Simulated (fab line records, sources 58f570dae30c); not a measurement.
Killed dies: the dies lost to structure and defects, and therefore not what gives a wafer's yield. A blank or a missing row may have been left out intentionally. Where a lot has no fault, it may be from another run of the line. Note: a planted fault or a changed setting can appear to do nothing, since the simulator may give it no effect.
Split-lot experiment + flow berkeley_cmos170 + 23 wafers read across 5 lots, on a route 331 steps long

== SPLIT DETAILS ==
At UCB170_NSD_IMPLANT_08, the setting dose_cm2 was moved away from the recipe's 3e+15 on 4 of the 23 wafers read, by -7.3% to +5.3%. This setting was run at the recipe's value on the other wafers.

== FROM THE SPLIT TO THE READING: what the file shows between them, 3 steps ==
- UCB170_NSD_STRIP_09: strips in O2
- UCB170_NSD_CLEAN_11: cleans in SPM, time 600 s
- UCB170_SDANNEAL_RTA_01: time 5 s

== THE READING ==
Measured at UCB170_SDANNEAL_RS_MEAS_03 by four-point probe: NSD_RS, in ohm/sq. On this fab line, fault-free wafers typically give 37.25 ohm/sq with a standard deviation of 0.078 ohm/sq.

| wafer  | tool, chamber at the split | dose_cm2 as run | against the recipe | NSD_RS, ohm/sq | against lot-mates on the recipe |
|--------|----------------------------|-----------------|--------------------|----------------|---------------------------------|
| L074.1 | implanter-04, 0            | 2.78e+15        | -7.3%              | 38.64          | +1.37                           |
| L074.2 | implanter-04, 0            | 3e+15           | recipe             | 37.26          | -                               |
| L074.4 | implanter-04, 0            | 3e+15           | recipe             | 37.21          | -                               |
| L074.5 | implanter-04, 0            | 3e+15           | recipe             | 37.34          | -                               |
| L074.6 | implanter-04, 0            | 2.78e+15        | -7.3%              | 38.62          | +1.35                           |
| L075.1 | implanter-03, 0            | 3e+15           | recipe             | 37.30          | -                               |
| L075.2 | implanter-03, 0            | 3.16e+15        | +5.3%              | 36.49          | -0.90                           |
| L075.4 | implanter-03, 0            | 3e+15           | recipe             | 37.41          | -                               |
| L075.5 | implanter-03, 0            | 3e+15           | recipe             | 37.46          | -                               |
| L075.6 | implanter-03, 0            | 3.16e+15        | +5.3%              | 36.50          | -0.89                           |
| L080.1 | implanter-03, 0            | 3e+15           | recipe             | 37.25          | -                               |
| L080.4 | implanter-03, 0            | 3e+15           | recipe             | 37.40          | -                               |
| L080.6 | implanter-03, 0            | 3e+15           | recipe             | 37.32          | -                               |
| L083.2 | implanter-01, 0            | 3e+15           | recipe             | 37.21          | -                               |
| L083.3 | implanter-01, 0            | 3e+15           | recipe             | 37.24          | -                               |
| L083.4 | implanter-01, 0            | 3e+15           | recipe             | 37.20          | -                               |
| L083.5 | implanter-01, 0            | 3e+15           | recipe             | 37.25          | -                               |
| L083.6 | implanter-01, 0            | 3e+15           | recipe             | 37.13          | -                               |
| L082.1 | implanter-04, 0            | 3e+15           | recipe             | 37.38          | -                               |
| L082.3 | implanter-04, 0            | 3e+15           | recipe             | 37.20          | -                               |
| L082.4 | implanter-04, 0            | 3e+15           | recipe             | 37.29          | -                               |
| L082.5 | implanter-04, 0            | 3e+15           | recipe             | 37.32          | -                               |
| L082.6 | implanter-04, 0            | 3e+15           | recipe             | 37.28          | -                               |

FIT RESULTS
A straight line over all 23 wafers: NSD_RS changes by -0.171 ohm/sq for each +1% of dose_cm2; r = -0.98; the points scatter about the line by 0.089 ohm/sq.
The same after taking each lot's own level away (the mean of its wafers on the recipe; 23 wafers): -0.179 ohm/sq for each +1%; r = -0.99; scatter 0.057 ohm/sq.
On that fit, the largest move of dose_cm2 shifts the reading by 1.3 ohm/sq.
Across the lots, their own levels run from 37.206 to 37.390 ohm/sq, a range of 2.4 times the standard deviation given above.
Hence the lot-to-lot level has little effect on the slope; both slopes agree.
Check: with one of the wafers moved furthest among these (-7.3%) left out of the fit, the line predicts +1.3 ohm/sq for it against its lot-mates. It came out at +1.37 ohm/sq against them.

== OTHER SPLITS APPLIED TO THESE WAFERS ==
These wafers also went through other splits before the reading. Each is held against what the fit with the lots' levels taken away leaves over:
| other split on the same wafers        | wafers away from the commonest value | r with NSD_RS (lot level and that fit taken away) |
|---------------------------------------|--------------------------------------|---------------------------------------------------|
| UCB170_NWELL_ETCH_13 time_s           | 10                                   | +0.20                                             |
| UCB170_PWELL_CVD_05 sih2cl2_flow_sccm | 15                                   | -0.04                                             |
| UCB170_ACTIVE_EXPOSE_10 dose_mj       | 5                                    | -0.23                                             |
| UCB170_PFIELD_IMPLANT_07 energy_kev   | 10                                   | -0.11                                             |
| UCB170_SACOX_OXIDATION_01 ox_time_s   | 18                                   | -0.04                                             |
| UCB170_NLDD_STRIP_10 o2_flow_sccm     | 8                                    | +0.12                                             |
| UCB170_PSD_EXPOSE_03 dose_mj          | 12                                   | +0.03                                             |

== THE WHOLE CHAIN: every reading that the file lists as answering this split, in the file's order ==
| step                       | what it does                 | reading                  | change (the file's fit)              | r (the file's) |
|----------------------------|------------------------------|--------------------------|--------------------------------------|----------------|
| UCB170_NSD_STRIP_09        | strips in O2                 | strip_time_to_endpoint_s | withheld for each +1% of the setting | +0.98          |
| UCB170_SDANNEAL_RS_MEAS_03 | measures by four-point-probe | NSD_RS                   | -0.179 for each +1% of the setting   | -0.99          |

== FILE'S OWN FIT ==
NSD_RS changes by -0.179 ohm/sq for each +1% of dose_cm2, r = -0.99.
